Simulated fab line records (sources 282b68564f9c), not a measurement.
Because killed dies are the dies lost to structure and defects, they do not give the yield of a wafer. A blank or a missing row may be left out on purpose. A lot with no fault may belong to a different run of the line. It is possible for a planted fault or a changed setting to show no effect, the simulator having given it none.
fab line records / flow ritCmos
record lots=5 wafers=15 lastDay=7
route steps=202 shown ACTIVE@8
lots that met no fault: from a run of the same line without faults
startH: the number of hours between the record's first day and the start of the first shown wafer of the lot / waitH: hours from the lot's prior step to this one / " identical to the entry in the row above / L1.1+2: one row covering several wafers at once / - no value, or no start was given / * or withheld: withheld / < > ~ a bound
route shown NAME@n: a module of which the file shows steps, and the number in the route of the first / usual: mean/standard deviation of fault-free wafers / same: alike in all rows / chamber/n: place in a boat / sites: the reading at each site / _std_site: the values' standard deviation / _edge_site: outer sites' mean less inner sites' / radiusMm: for every site, how far away it sits from the centre of the wafer / mask NAME#n: copy n / behind: the most recent tool/chamber to have shaped the wafer / hold: cause of the lot's hold/its duration in hours/its outcome / device: whichever transistor did not switch (one of n, p or np) / end of line: tests run on the same wafers once the route is complete / for a step that has no rows: nothing shown but its recipe / killed: the dies lost at the first sort to structure and to defects; this is not the yield of the wafer / map: the dies of a wafer, with x for killed, . for not killed, _ for no die there
set.NAME: the run value of the setting; set.NAME@STEP: its run value at that earlier step / model.NAME: the simulator's own value behind a step, which no gauge read
lots seen at some steps along the route; tables by step, rows by wafer
services: a tool's chamber out of use, with start hour (startH, from the record's first day; less than 0 if before it), hours out, and reason
## steps
# step RIT_ACTIVE_SOFTBAKE_07
# recipe resist=NOVOLAK tempC=90 timeS=60
lot.wafer=L075.2+4+6 tool=lithoTrack-04 chamber=0 startH=18.91 waitH=0.1
lot.wafer=L079.2+5+6 tool=lithoTrack-02 chamber=0 startH=40.43 waitH=0.1
lot.wafer=L084.1+2+5 tool=lithoTrack-04 chamber=0 startH=64.99 waitH=0.1
lot.wafer=L095.3+5+6 tool=lithoTrack-01 chamber=0 startH=119.65 waitH=0.1
lot.wafer=L096.2+4+5 tool=lithoTrack-02 chamber=0 startH=124.74 waitH=0.1
# step RIT_ACTIVE_EXPOSE_08
# recipe maskId=M1 na=0.6 sourceShape=conventional sigmaOuter=0.6 targetCdNm=1400 doseMj=225
lot.wafer=L075.2+4+6 tool=ilineStepper-01 chamber=0 startH=19.18 waitH=0.2 mask=M1#0
lot.wafer=L079.2+5+6 tool=ilineStepper-01 chamber=0 startH=40.77 waitH=0.3 mask=M1#0
lot.wafer=L084.1+2+5 tool=ilineStepper-02 chamber=0 startH=65.14 waitH=0.1 mask=M1#0
lot.wafer=L095.3+5+6 tool=ilineStepper-01 chamber=0 startH=119.91 waitH=0.2 mask=M1#0
lot.wafer=L096.2+4+5 tool=ilineStepper-02 chamber=0 startH=125.01 waitH=0.2 mask=M1#0
# step RIT_ACTIVE_PEB_09
# recipe resist=NOVOLAK tempC=withheld timeS=withheld
lot.wafer=L075.2+4+6 tool=lithoTrack-01 chamber=0 startH=19.31 waitH=0.1
lot.wafer=L079.2+5+6 tool=lithoTrack-02 chamber=0 startH=40.89 waitH=0.1
lot.wafer=L084.1+2+5 tool=lithoTrack-01 chamber=0 startH=65.26 waitH=0.1
lot.wafer=L095.3+5+6 tool=lithoTrack-04 chamber=0 startH=120.04 waitH=0.1
lot.wafer=L096.2+4+5 tool=lithoTrack-02 chamber=0 startH=125.13 waitH=0.1
# step RIT_ACTIVE_DEVELOP_10
# recipe resist=NOVOLAK developTimeS=50 devTempC=23
lot.wafer=L075.2+4+6 tool=lithoTrack-01 chamber=0 startH=- waitH=-
lot.wafer=L079.2+5+6 tool=lithoTrack-02 chamber=0 startH=- waitH=-
lot.wafer=L084.1+2+5 tool=lithoTrack-01 chamber=0 startH=- waitH=-
lot.wafer=L095.3+5+6 tool=lithoTrack-04 chamber=0 startH=- waitH=-
lot.wafer=L096.2+4+5 tool=lithoTrack-02 chamber=0 startH=- waitH=-
# step RIT_ACTIVE_CD_MEAS_11
# recipe targetCdNm=1400
# usual cdNm=1399.4/2.1
lot.wafer=L075.2 tool=cdSem-02 chamber=- startH=19.58 waitH=- cdNm=1399.0
lot.wafer=L075.4 tool=cdSem-02 chamber=- startH=19.58 waitH=- cdNm=1400.5
lot.wafer=L075.6 tool=cdSem-02 chamber=- startH=19.58 waitH=- cdNm=1399.9
lot.wafer=L079.2 tool=cdSem-02 chamber=- startH=41.17 waitH=- cdNm=1399.2
lot.wafer=L079.5 tool=cdSem-02 chamber=- startH=41.17 waitH=- cdNm=1397.8
lot.wafer=L079.6 tool=cdSem-02 chamber=- startH=41.17 waitH=- cdNm=1399.5
lot.wafer=L084.1 tool=cdSem-02 chamber=- startH=65.54 waitH=- cdNm=1403.0
lot.wafer=L084.2 tool=cdSem-02 chamber=- startH=65.54 waitH=- cdNm=1401.4
lot.wafer=L084.5 tool=cdSem-02 chamber=- startH=65.54 waitH=- cdNm=1403.1
lot.wafer=L095.3 tool=cdSem-02 chamber=- startH=120.31 waitH=- cdNm=1399.3
lot.wafer=L095.5 tool=cdSem-02 chamber=- startH=120.31 waitH=- cdNm=1400.8
lot.wafer=L095.6 tool=cdSem-02 chamber=- startH=120.31 waitH=- cdNm=1397.5
lot.wafer=L096.2 tool=cdSem-01 chamber=- startH=125.41 waitH=- cdNm=1399.3
lot.wafer=L096.4 tool=cdSem-01 chamber=- startH=125.41 waitH=- cdNm=1398.1
lot.wafer=L096.5 tool=cdSem-01 chamber=- startH=125.41 waitH=- cdNm=1399.2
# step RIT_ACTIVE_HARDBAKE_12
# recipe resist=NOVOLAK tempC=140 timeS=60
lot.wafer=L075.2+4+6 tool=lithoTrack-01 chamber=0 startH=19.71 waitH=0.1
lot.wafer=L079.2+5+6 tool=lithoTrack-01 chamber=0 startH=41.30 waitH=0.1
lot.wafer=L084.1+2+5 tool=lithoTrack-01 chamber=0 startH=65.66 waitH=0.1
lot.wafer=L095.3+5+6 tool=lithoTrack-04 chamber=0 startH=120.44 waitH=0.1
lot.wafer=L096.2+4+5 tool=lithoTrack-01 chamber=0 startH=125.53 waitH=0.1
# step RIT_ACTIVE_ETCH_13
# recipe stopOn=SiO2 chemistry=SF6 target=Si3N4 timeS=210 overEtchFrac=0.4 SF6_flow_sccm=200 pressureMtorr=260 rfW=125 targetDepthA=2100
# usual drypumpMotorCurrentA=5.8/0.51 oesProductAu=0.827/0.0094 throttleValvePct=7.54/0.091
lot.wafer=L075.2 tool=rieDiel-01 chamber=3 startH=19.83 waitH=0.1 drypumpMotorCurrentA=5.2 oesProductAu=0.828 rfHoursCounterH=135 throttleValvePct=7.48
lot.wafer=L075.4 tool=rieDiel-01 chamber=1 startH=19.83 waitH=0.1 drypumpMotorCurrentA=5.6 oesProductAu=0.828 rfHoursCounterH=- throttleValvePct=7.71
lot.wafer=L075.6 tool=rieDiel-01 chamber=3 startH=19.83 waitH=0.1 drypumpMotorCurrentA=5.3 oesProductAu=0.833 rfHoursCounterH=- throttleValvePct=7.48
lot.wafer=L079.2 tool=rieDiel-03 chamber=2 startH=41.42 waitH=0.1 drypumpMotorCurrentA=6.6 oesProductAu=0.806 rfHoursCounterH=133 throttleValvePct=7.62
lot.wafer=L079.5 tool=rieDiel-03 chamber=2 startH=41.42 waitH=0.1 drypumpMotorCurrentA=6.5 oesProductAu=0.809 rfHoursCounterH=- throttleValvePct=7.61
lot.wafer=L079.6 tool=rieDiel-03 chamber=1 startH=41.42 waitH=0.1 drypumpMotorCurrentA=5.7 oesProductAu=0.828 rfHoursCounterH=- throttleValvePct=7.53
lot.wafer=L084.1 tool=rieDiel-04 chamber=1 startH=65.81 waitH=0.1 drypumpMotorCurrentA=5.6 oesProductAu=0.824 rfHoursCounterH=40 throttleValvePct=7.46
lot.wafer=L084.2 tool=rieDiel-04 chamber=0 startH=65.81 waitH=0.1 drypumpMotorCurrentA=6.6 oesProductAu=0.847 rfHoursCounterH=144 throttleValvePct=7.59
lot.wafer=L084.5 tool=rieDiel-04 chamber=1 startH=65.81 waitH=0.1 drypumpMotorCurrentA=5.6 oesProductAu=0.824 rfHoursCounterH=- throttleValvePct=7.46
lot.wafer=L095.3 tool=rieDiel-01 chamber=1 startH=120.54 waitH=0.1 drypumpMotorCurrentA=5.6 oesProductAu=0.837 rfHoursCounterH=3 throttleValvePct=7.72
lot.wafer=L095.5 tool=rieDiel-01 chamber=3 startH=120.54 waitH=0.1 drypumpMotorCurrentA=5.2 oesProductAu=0.841 rfHoursCounterH=- throttleValvePct=7.48
lot.wafer=L095.6 tool=rieDiel-01 chamber=2 startH=120.54 waitH=0.1 drypumpMotorCurrentA=6.3 oesProductAu=0.835 rfHoursCounterH=- throttleValvePct=7.43
lot.wafer=L096.2 tool=rieDiel-03 chamber=2 startH=125.66 waitH=0.1 drypumpMotorCurrentA=6.5 oesProductAu=0.815 rfHoursCounterH=134 throttleValvePct=7.63
lot.wafer=L096.4 tool=rieDiel-03 chamber=2 startH=125.66 waitH=0.1 drypumpMotorCurrentA=6.6 oesProductAu=0.818 rfHoursCounterH=- throttleValvePct=7.61
lot.wafer=L096.5 tool=rieDiel-03 chamber=0 startH=125.66 waitH=0.1 drypumpMotorCurrentA=4.8 oesProductAu=0.841 rfHoursCounterH=- throttleValvePct=7.55
# step RIT_ACTIVE_STRIP_14
# recipe chemistry=O2 timeS=180 resist=NOVOLAK platenTempC=withheld powerW=500 pressureMtorr=4000 o2FlowSccm=4000
# usual drypumpMotorCurrentA=5.90/0.19
lot.wafer=L075.2 tool=plasmaAsher-04 chamber=0 startH=19.97 waitH=0.1 drypumpMotorCurrentA=6.19 rfHoursCounterH=22
lot.wafer=L075.4 tool=plasmaAsher-04 chamber=1 startH=19.97 waitH=0.1 drypumpMotorCurrentA=6.22 rfHoursCounterH=-
lot.wafer=L075.6 tool=plasmaAsher-04 chamber=0 startH=19.97 waitH=0.1 drypumpMotorCurrentA=6.22 rfHoursCounterH=-
lot.wafer=L079.2 tool=plasmaAsher-01 chamber=1 startH=41.55 waitH=0.1 drypumpMotorCurrentA=5.75 rfHoursCounterH=39
lot.wafer=L079.5 tool=plasmaAsher-01 chamber=0 startH=41.55 waitH=0.1 drypumpMotorCurrentA=5.83 rfHoursCounterH=-
lot.wafer=L079.6 tool=plasmaAsher-01 chamber=1 startH=41.55 waitH=0.1 drypumpMotorCurrentA=5.76 rfHoursCounterH=-
lot.wafer=L084.1 tool=plasmaAsher-01 chamber=0 startH=65.95 waitH=0.1 drypumpMotorCurrentA=5.82 rfHoursCounterH=42
lot.wafer=L084.2 tool=plasmaAsher-01 chamber=1 startH=65.95 waitH=0.1 drypumpMotorCurrentA=5.76 rfHoursCounterH=42
lot.wafer=L084.5 tool=plasmaAsher-01 chamber=0 startH=65.95 waitH=0.1 drypumpMotorCurrentA=5.84 rfHoursCounterH=-
lot.wafer=L095.3 tool=plasmaAsher-04 chamber=1 startH=120.73 waitH=0.1 drypumpMotorCurrentA=6.17 rfHoursCounterH=-
lot.wafer=L095.5 tool=plasmaAsher-04 chamber=0 startH=120.73 waitH=0.1 drypumpMotorCurrentA=6.21 rfHoursCounterH=-
lot.wafer=L095.6 tool=plasmaAsher-04 chamber=1 startH=120.73 waitH=0.1 drypumpMotorCurrentA=6.16 rfHoursCounterH=-
lot.wafer=L096.2 tool=plasmaAsher-04 chamber=0 startH=125.79 waitH=0.1 drypumpMotorCurrentA=6.18 rfHoursCounterH=33
lot.wafer=L096.4 tool=plasmaAsher-04 chamber=1 startH=125.79 waitH=0.1 drypumpMotorCurrentA=6.18 rfHoursCounterH=-
lot.wafer=L096.5 tool=plasmaAsher-04 chamber=0 startH=125.79 waitH=0.1 drypumpMotorCurrentA=6.18 rfHoursCounterH=-
# step RIT_ACTIVE_CD_MEAS_90
# recipe targetCdNm=1400
# usual cdNm=1399.4/2.1
lot.wafer=L075.2 tool=cdSem-02 chamber=- startH=20.16 waitH=0.1 cdNm=1399.7
lot.wafer=L075.4 tool=cdSem-02 chamber=- startH=20.16 waitH=0.1 cdNm=1400.3
lot.wafer=L075.6 tool=cdSem-02 chamber=- startH=20.16 waitH=0.1 cdNm=1399.8
lot.wafer=L079.2 tool=cdSem-02 chamber=- startH=41.75 waitH=0.1 cdNm=1399.7
lot.wafer=L079.5 tool=cdSem-02 chamber=- startH=41.75 waitH=0.1 cdNm=1398.2
lot.wafer=L079.6 tool=cdSem-02 chamber=- startH=41.75 waitH=0.1 cdNm=1399.2
lot.wafer=L084.1 tool=cdSem-02 chamber=- startH=66.12 waitH=0.1 cdNm=1402.7
lot.wafer=L084.2 tool=cdSem-02 chamber=- startH=66.12 waitH=0.1 cdNm=1401.1
lot.wafer=L084.5 tool=cdSem-02 chamber=- startH=66.12 waitH=0.1 cdNm=1403.0
lot.wafer=L095.3 tool=cdSem-01 chamber=- startH=120.89 waitH=0.1 cdNm=1399.4
lot.wafer=L095.5 tool=cdSem-01 chamber=- startH=120.89 waitH=0.1 cdNm=1400.6
lot.wafer=L095.6 tool=cdSem-01 chamber=- startH=120.89 waitH=0.1 cdNm=1397.5
lot.wafer=L096.2 tool=cdSem-02 chamber=- startH=125.99 waitH=0.1 cdNm=1399.8
lot.wafer=L096.4 tool=cdSem-02 chamber=- startH=125.99 waitH=0.1 cdNm=1398.4
lot.wafer=L096.5 tool=cdSem-02 chamber=- startH=125.99 waitH=0.1 cdNm=1398.8
# step RIT_ACTIVE_CLEAN_15
# recipe chemistry=SC1 mix=3:3:50 timeS=600 tempC=75
lot.wafer=L075.2+4+6 tool=wetBench-01 chamber=2 startH=20.26 waitH=0.1
lot.wafer=L079.2+5+6 tool=wetBench-04 chamber=0 startH=41.85 waitH=0.1
lot.wafer=L084.1+2+5 tool=wetBench-04 chamber=1 startH=66.24 waitH=0.1
lot.wafer=L095.3+5+6 tool=wetBench-01 chamber=3 startH=120.97 waitH=0.1
lot.wafer=L096.2+4+5 tool=wetBench-02 chamber=3 startH=126.09 waitH=0.1
## services
tool=ilineStepper-02 chamber=- startH=5.62 hours=3.2 kind=repair
tool=rieDiel-04 chamber=- startH=9.06 hours=0.5 kind=repair
tool=rieDiel-03 chamber=- startH=15.54 hours=0.6 kind=repair
tool=ilineStepper-02 chamber=- startH=39.05 hours=1.7 kind=pm
tool=rieDiel-04 chamber=2 startH=40.29 hours=- kind=clean
tool=rieDiel-04 chamber=2 startH=40.29 hours=16.3 kind=scheduledDown
tool=rieDiel-04 chamber=2 startH=40.29 hours=16.3 kind=ventCycle
tool=rieDiel-03 chamber=0 startH=40.71 hours=4.9 kind=repair
tool=rieDiel-03 chamber=2 startH=44.34 hours=2.8 kind=repair
tool=ilineStepper-02 chamber=0 startH=44.72 hours=- kind=calibration
tool=rieDiel-03 chamber=- startH=56.54 hours=2.8 kind=pm
tool=rieDiel-01 chamber=0 startH=81.73 hours=- kind=clean
tool=rieDiel-01 chamber=0 startH=81.73 hours=23.5 kind=scheduledDown
tool=rieDiel-01 chamber=0 startH=81.73 hours=23.5 kind=ventCycle
tool=rieDiel-03 chamber=3 startH=82.60 hours=8.4 kind=repair
tool=rieDiel-04 chamber=1 startH=92.24 hours=16.2 kind=repair
tool=plasmaAsher-04 chamber=- startH=105.75 hours=0.9 kind=repair
tool=wetBench-04 chamber=- startH=120.41 hours=1.9 kind=pm
tool=rieDiel-03 chamber=3 startH=124.29 hours=- kind=clean
tool=rieDiel-03 chamber=3 startH=124.29 hours=15.5 kind=scheduledDown
tool=rieDiel-03 chamber=3 startH=124.29 hours=15.5 kind=ventCycle
## key
fault none
